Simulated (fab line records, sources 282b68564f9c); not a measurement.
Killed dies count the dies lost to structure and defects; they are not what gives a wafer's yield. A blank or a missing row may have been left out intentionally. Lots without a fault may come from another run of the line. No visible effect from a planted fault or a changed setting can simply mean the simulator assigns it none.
fab line records | flow rit-cmos
[record] lots = 6 wafers = 18 last-day = 7
route steps=202 shown PWELL@43 WELLDRIVE@50 NWELL@51 NRETRO@53 M1@202
lots with no fault: from the same line, run without faults
start-h: start of the lot's first displayed wafer, in hours after the record's first day | wait-h: hours from the lot's prior step to this one | " the same as in the row above | L1.1+2: several wafers, shown together as one row | - no value, or no start given | * or withheld: withheld | < > ~ a bound
route shown NAME@n: names a module that has steps shown in the file, with the first one's number in the route | usual: mean/standard deviation of fault-free wafers | same: alike in all rows | chamber/n: place in a boat | sites: per-site readings | _std_site: the values' standard deviation | _edge_site: outer sites' mean less inner sites' | radius-mm: how far each site lies from the wafer's centre | mask NAME#n: copy n | behind: the most recent tool/chamber to have shaped the wafer | hold: reason for holding the lot/hours on hold/outcome of the hold | device: names the non-switching transistor (n, p or np) | end of line: the same wafers' tests at the end of the route | a step given without rows: its recipe and nothing more | killed: dies that structure and defects cost at the first sort, which is not the same as the wafer's yield | map: per-die view of a wafer (x killed, . not killed, _ where there is no die)
set.NAME: setting as actually run; set.NAME@STEP: the setting as run at that earlier step | model.NAME: the simulator's own value behind a step, which no gauge read
lots seen at some steps along the route; tables by step, rows by wafer
services: a tool's chamber out of use, with start hour (start-h, from the record's first day; less than 0 if before it), hours out, and reason
[[steps]]
[step RIT_PWELL_PEB_04]
[recipe] resist = NOVOLAK temp-c = withheld time-s = withheld
[step RIT_PWELL_DEVELOP_05]
[recipe] resist = NOVOLAK develop-time-s = 68 dev-temp-c = 23
[step RIT_PWELL_OVL_MEAS_06]
[usual] PWELL_OVL = -1.4/1.3
// columns lot.wafer tool chamber start-h wait-h PWELL_OVL[nm]
L420.2 overlay-01 - 38.83 - -4.0
L420.4 " - " " -3.0
L420.5 " - " " -3.4
L424.2 overlay-02 - 60.17 - -2.3
L424.5 " - " " -0.4
L424.6 " - " " -1.9
L425.2 overlay-02 - 64.86 - -3.7
L425.4 " - " " -2.6
L425.6 " - " " -3.8
L426.1 overlay-01 - 69.11 - -2.7
L426.2 " - " " -1.7
L426.6 " - " " -1.2
L434.2 overlay-02 - 108.86 - 0.6
L434.5 " - " " -1.5
L434.6 " - " " -1.9
L440.1 overlay-01 - 137.37 - -1.5
L440.4 " - " " -0.7
L440.6 " - " " 0.5
[step RIT_PWELL_HARDBAKE_07]
[recipe] resist = NOVOLAK temp-c = 140 time-s = 120
[step RIT_PWELL_IMPLANT_08]
[recipe] species = B energy-kev = 170 dose-cm2 = 6.877e+13 tilt-deg = 7
[step RIT_PWELL_STRIP_09]
[recipe] chemistry = O2 time-s = 180 resist = NOVOLAK platen-temp-c = withheld power-w = 500 pressure-mtorr = 4000 o2-flow-sccm = 4000
[usual] drypump-motor-current-A = 6.0/0.54
// columns lot.wafer tool chamber start-h wait-h drypump-motor-current-A rf-hours-counter-h
L420.2 plasma-asher-01 1 39.26 0.1 5.6 38
L420.4 " 1 " " 5.6 -
L420.5 " 0 " " 6.1 -
L424.2 plasma-asher-02 1 60.60 0.1 6.0 40
L424.5 " 0 " " 6.8 -
L424.6 " 1 " " 6.1 -
L425.2 plasma-asher-01 0 65.29 0.1 6.0 40
L425.4 " 0 " " 6.0 -
L425.6 " 1 " " 5.6 -
L426.1 plasma-asher-02 1 69.54 0.1 6.0 41
L426.2 " 0 " " 6.8 41
L426.6 " 0 " " 6.8 -
L434.2 plasma-asher-04 0 109.43 0.1 4.8 33
L434.5 " 0 " " 4.8 -
L434.6 " 1 " " 5.6 -
L440.1 plasma-asher-04 0 137.81 0.1 4.8 36
L440.4 " 1 " " 5.6 -
L440.6 " 0 " " 4.8 -
[step RIT_PWELL_TW_MEAS_10]
[usual] PWELL_TW = 950/9.8
// columns lot.wafer tool chamber start-h wait-h PWELL_TW
L420.2 film-metro-04 - 39.44 0.1 965
L420.4 " - " " 960
L420.5 " - " " 961
L424.2 film-metro-01 - 60.79 0.1 938
L424.5 " - " " 940
L424.6 " - " " 936
L425.2 film-metro-01 - 65.47 0.1 937
L425.4 " - " " 938
L425.6 " - " " 932
L426.1 film-metro-03 - 69.72 0.1 950
L426.2 " - " " 946
L426.6 " - " " 957
L434.2 film-metro-03 - 109.62 0.1 951
L434.5 " - " " 953
L434.6 " - " " 951
L440.1 film-metro-03 - 137.98 0.1 950
L440.4 " - " " 948
L440.6 " - " " 955
[step RIT_WELLDRIVE_ANNEAL_00]
[recipe] temp-c = 1100 time-s = 14700 ambient = N2
[step RIT_WELLDRIVE_RS_MEAS_01]
[recipe] thk-meas-gauge = four-point-probe
[usual] NWELL_RS = 275.7/0.68
// columns lot.wafer tool chamber start-h wait-h NWELL_RS[ohm/sq]
L420.2 film-metro-04 - 45.20 0.0 275.7
L420.4 " - " " 275.7
L420.5 " - " " 275.9
L424.2 film-metro-03 - 67.32 0.0 275.4
L424.5 " - " " 276.2
L424.6 " - " " 275.7
L425.2 film-metro-01 - 71.50 0.0 275.4
L425.4 " - " " 275.4
L425.6 " - " " 276.0
L426.1 film-metro-01 - 75.43 0.0 275.9
L426.2 " - " " 276.5
L426.6 " - " " 276.1
L434.2 film-metro-04 - 114.77 0.0 276.4
L434.5 " - " " 275.0
L434.6 " - " " 275.8
L440.1 film-metro-03 - 144.44 0.0 275.3
L440.4 " - " " 274.8
L440.6 " - " " 274.8
[step RIT_WELLDRIVE_RS_MEAS_02]
[recipe] thk-meas-gauge = four-point-probe
[usual] PWELL_RS = 434.5/1.4
// columns lot.wafer tool chamber start-h wait-h PWELL_RS[ohm/sq]
L420.2 film-metro-04 - 45.32 0.1 435.1
L420.4 " - " " 437.1
L420.5 " - " " 435.5
L424.2 film-metro-03 - 67.44 0.1 433.4
L424.5 " - " " 432.7
L424.6 " - " " 432.8
L425.2 film-metro-01 - 71.62 0.1 436.9
L425.4 " - " " 437.8
L425.6 " - " " 438.1
L426.1 film-metro-01 - 75.55 0.1 433.0
L426.2 " - " " 433.0
L426.6 " - " " 432.4
L434.2 film-metro-04 - 114.89 0.1 435.6
L434.5 " - " " 435.2
L434.6 " - " " 434.1
L440.1 film-metro-03 - 144.56 0.1 434.0
L440.4 " - " " 434.8
L440.6 " - " " 434.5
[step RIT_NRETRO_HMDS_00]
[recipe] prime-time-s = 60 prime-temp-c = 140
[step RIT_NRETRO_COAT_01]
[recipe] resist = NOVOLAK spin-rpm = 2000 resist-thk-nm = 1300
[step RIT_NRETRO_SOFTBAKE_02]
[recipe] resist = NOVOLAK temp-c = 90 time-s = 60
[usual] heater-power-total-W = 34.56/0.052
// columns lot.wafer tool chamber start-h wait-h heater-power-total-W model.NOVOLAK_of_NRETRO_COAT_01.thk-nm
L420.2 litho-track-02 0 45.75 0.1 34.52 1300
L420.4 " 0 " " 34.46 1305
L420.5 " 0 " " 34.58 1302
L424.2 litho-track-04 0 67.87 0.1 34.49 1298
L424.5 " 0 " " 34.63 1301
L424.6 " 0 " " 34.53 1302
L425.2 litho-track-04 0 72.05 0.1 34.52 1290
L425.4 " 0 " " 34.60 1287
L425.6 " 0 " " 34.52 1284
L426.1 litho-track-04 0 75.97 0.1 34.62 1287
L426.2 " 0 " " 34.59 1291
L426.6 " 0 " " 34.53 1290
L434.2 litho-track-01 0 115.31 0.1 34.66 1304
L434.5 " 0 " " 34.54 1304
L434.6 " 0 " " 34.50 1303
L440.1 litho-track-01 0 144.98 0.1 34.61 1305
L440.4 " 0 " " 34.57 1302
L440.6 " 0 " " 34.57 1305
[step RIT_NRETRO_EXPOSE_03]
[recipe] mask-id = M4 na = 0.57 target-cd-nm = 43900 dose-mj = 250
[step RIT_NRETRO_PEB_04]
[recipe] resist = NOVOLAK temp-c = withheld time-s = withheld
[step RIT_NRETRO_DEVELOP_05]
[recipe] resist = NOVOLAK develop-time-s = 68 dev-temp-c = 23
// columns lot.wafer tool chamber start-h wait-h model.NOVOLAK_of_NRETRO_COAT_01.thk-nm
L420.2 litho-track-04 0 - - 1299
L420.4 " 0 " " 1305
L420.5 " 0 " " 1301
L424.2 litho-track-01 0 - - 1297
L424.5 " 0 " " 1301
L424.6 " 0 " " 1302
L425.2 litho-track-02 0 - - 1289
L425.4 " 0 " " 1287
L425.6 " 0 " " 1284
L426.1 litho-track-04 0 - - 1286
L426.2 " 0 " " 1291
L426.6 " 0 " " 1289
L434.2 litho-track-02 0 - - 1304
L434.5+6 " 0 " " 1303
L440.1 litho-track-02 0 - - 1304
L440.4 " 0 " " 1302
L440.6 " 0 " " 1305
[step RIT_NRETRO_OVL_MEAS_06]
[usual] NRETRO_OVL = -1.2/1.6
// columns lot.wafer tool chamber start-h wait-h NRETRO_OVL[nm]
L420.2 overlay-01 - 46.44 - -2.2
L420.4 " - " " -0.9
L420.5 " - " " -1.1
L424.2 overlay-01 - 68.43 - -1.5
L424.5 " - " " -2.0
L424.6 " - " " -0.5
L425.2 overlay-02 - 72.79 - -1.0
L425.4 " - " " -1.1
L425.6 " - " " -2.5
L426.1 overlay-01 - 76.55 - -1.7
L426.2 " - " " -3.1
L426.6 " - " " -1.1
L434.2 overlay-01 - 116.00 - 1.5
L434.5 " - " " 0.0
L434.6 " - " " -1.4
L440.1 overlay-01 - 145.56 - 2.3
L440.4 " - " " 1.3
L440.6 " - " " -1.6
[step RIT_M1_PROBE_99]
[usual] killed-at-front-end = 6.9/2.8 killed-dies = 7.0/2.8 killed-on-rim = 1.8/1.3 killed-open = 3.4/2 killed-short = 3.5/2.1
[same] gross-dies = 264 killed_at_M0_to_M3 = 0 killed_at_M4_up = 0 killed-at-back-side = 0 killed-at-contacts = 0 killed-at-other = 0
// columns lot.wafer tool chamber start-h wait-h killed-at-front-end killed-dies killed-on-rim killed-open killed-short
L420.2 prober-02 - 78.30 0.1 9 9 2 5 4
L420.4 prober-02 - 78.40 0.2 6 6 0 4 2
L420.5 prober-02 - 78.45 0.2 7 7 3 4 3
L424.2 prober-02 - 97.03 0.1 2 2 1 1 1
L424.5 prober-02 - 97.18 0.2 6 6 2 4 2
L424.6 prober-02 - 97.23 0.2 4 4 1 1 3
L425.2 prober-01 - 102.78 0.1 9 9 1 5 4
L425.4 prober-01 - 102.88 0.2 6 6 1 4 2
L425.6 prober-01 - 102.98 0.2 11 11 3 8 3
L426.1 prober-02 - 108.35 0.1 11 11 4 6 5
L426.2 prober-02 - 108.40 0.1 1 1 0 1 0
L426.6 prober-02 - 108.60 0.2 8 8 1 4 4
L434.2 prober-02 - 144.14 0.1 5 5 3 2 3
L434.5 prober-02 - 144.29 0.2 4 4 0 1 3
L434.6 prober-02 - 144.34 0.2 7 7 2 4 3
L440.1 prober-02 - 174.41 0.1 3 3 0 1 2
L440.4 prober-02 - 174.56 0.2 3 3 0 2 1
L440.6 prober-02 - 174.66 0.2 8 8 2 6 2
// killed by level:class
L420.2 SILICIDE:geometric-particle:open=2 ACTIVE:geometric-particle:short=1 FOX1:geometric-particle:short=1 FOX1:geometric-particle:open=1 FOX2:geometric-particle:open=1 GATE:geometric-particle:open=1 GATE:geometric-particle:short=1 REOX:geometric-particle:short=1
L420.4 REOX:geometric-particle:open=3 GATE:geometric-particle:open=1 GATE:geometric-particle:short=1 SPACER:geometric-particle:short=1
L420.5 GATE:geometric-particle:open=2 GATE:geometric-particle:short=2 FOX2:geometric-particle:open=1 SPACER:geometric-particle:short=1 SILICIDE:geometric-particle:open=1
L424.2 SILICIDE:geometric-particle:short=1 SILICIDE:geometric-particle:open=1
L424.5 SPACER:geometric-particle:open=2 GATE:geometric-particle:short=1 REOX:geometric-particle:open=1 SPACER:geometric-particle:short=1 SILICIDE:geometric-particle:open=1
L424.6 FOX1:geometric-particle:open=1 FOX1:geometric-particle:short=1 GATE:geometric-particle:short=1 SILICIDE:geometric-particle:short=1
L425.2 GATE:geometric-particle:open=2 FOX1:geometric-particle:open=1 FOX1:geometric-particle:short=1 GATE:geometric-particle:short=1 REOX:geometric-particle:short=1 SPACER:geometric-particle:open=1 SILICIDE:geometric-particle:open=1 SILICIDE:geometric-particle:short=1
L425.4 FOX1:geometric-particle:open=1 FOX2:geometric-particle:open=1 GATE:geometric-particle:short=1 GATE:geometric-particle:open=1 REOX:geometric-particle:short=1 SILICIDE:geometric-particle:open=1
L425.6 SILICIDE:geometric-particle:open=4 FOX2:geometric-particle:open=2 FOX2:geometric-particle:short=1 GATE:geometric-particle:short=1 REOX:geometric-particle:open=1 REOX:geometric-particle:short=1 SPACER:geometric-particle:open=1
L426.1 REOX:geometric-particle:short=3 SPACER:geometric-particle:open=3 GATE:geometric-particle:short=2 GATE:geometric-particle:open=2 REOX:geometric-particle:open=1
L426.2 GATE:geometric-particle:open=1
L426.6 GATE:geometric-particle:open=4 GATE:geometric-particle:short=3 REOX:geometric-particle:short=1
L434.2 FOX1:geometric-particle:short=2 FOX1:geometric-particle:open=1 GATE:geometric-particle:open=1 GATE:geometric-particle:short=1
L434.5 FOX2:geometric-particle:short=2 FOX1:geometric-particle:open=1 GATE:geometric-particle:short=1
L434.6 GATE:geometric-particle:open=2 GATE:geometric-particle:short=2 FOX1:geometric-particle:short=1 FOX2:geometric-particle:open=1 SILICIDE:geometric-particle:open=1
L440.1 FOX1:geometric-particle:short=1 GATE:geometric-particle:short=1 REOX:geometric-particle:open=1
L440.4 FOX1:geometric-particle:open=1 REOX:geometric-particle:open=1 REOX:geometric-particle:short=1
L440.6 FOX1:geometric-particle:open=2 GATE:geometric-particle:open=2 REOX:geometric-particle:short=2 FOX2:geometric-particle:open=1 REOX:geometric-particle:open=1
[[services]]
// columns tool chamber start-h hours kind
plasma-asher-02 - 33.02 3.0 repair
plasma-asher-01 - 35.35 1.6 repair
plasma-asher-04 - 93.69 0.4 repair
plasma-asher-04 - 105.16 2.2 repair
plasma-asher-01 - 108.75 9.0 pm
plasma-asher-01 0 108.75 9.0 vent-cycle
plasma-asher-01 1 108.75 9.0 vent-cycle
plasma-asher-01 0 117.75 - clean
plasma-asher-01 1 117.75 - clean
plasma-asher-02 - 123.99 3.4 repair
plasma-asher-02 - 144.26 7.2 repair
[[key]]
first-sign none at tools or gauges
[model-effect] step = RIT_NRETRO_SOFTBAKE_02 value = NOVOLAK_of_NRETRO_COAT_01.thk-nm without = 1300 struck = 1288
[model-effect] step = RIT_NRETRO_DEVELOP_05 value = NOVOLAK_of_NRETRO_COAT_01.thk-nm without = 1299 struck = 1288
met-at RIT_NRETRO_SOFTBAKE_02
struck-wafers L425.2,L425.4,L425.6,L426.1,L426.2,L426.6
tester-left-out L425,L426
onset-between 67.87 72.05
[fault] kind = process-parameter-drift tool = litho-track-04 chamber = - onset-h = 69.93 steps = RIT_NRETRO_SOFTBAKE_02 channel = time-s offset = * shape = step end-h = 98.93 acts-in = * stated = *
// tester-left-out: of these lots the tester's yield and bins aren't shown, on N5 and GAA mostly nor the transistor test; their killed dies are dies lost to structure and defects alone, not to doping, threshold or leakage, so they don't give the yield
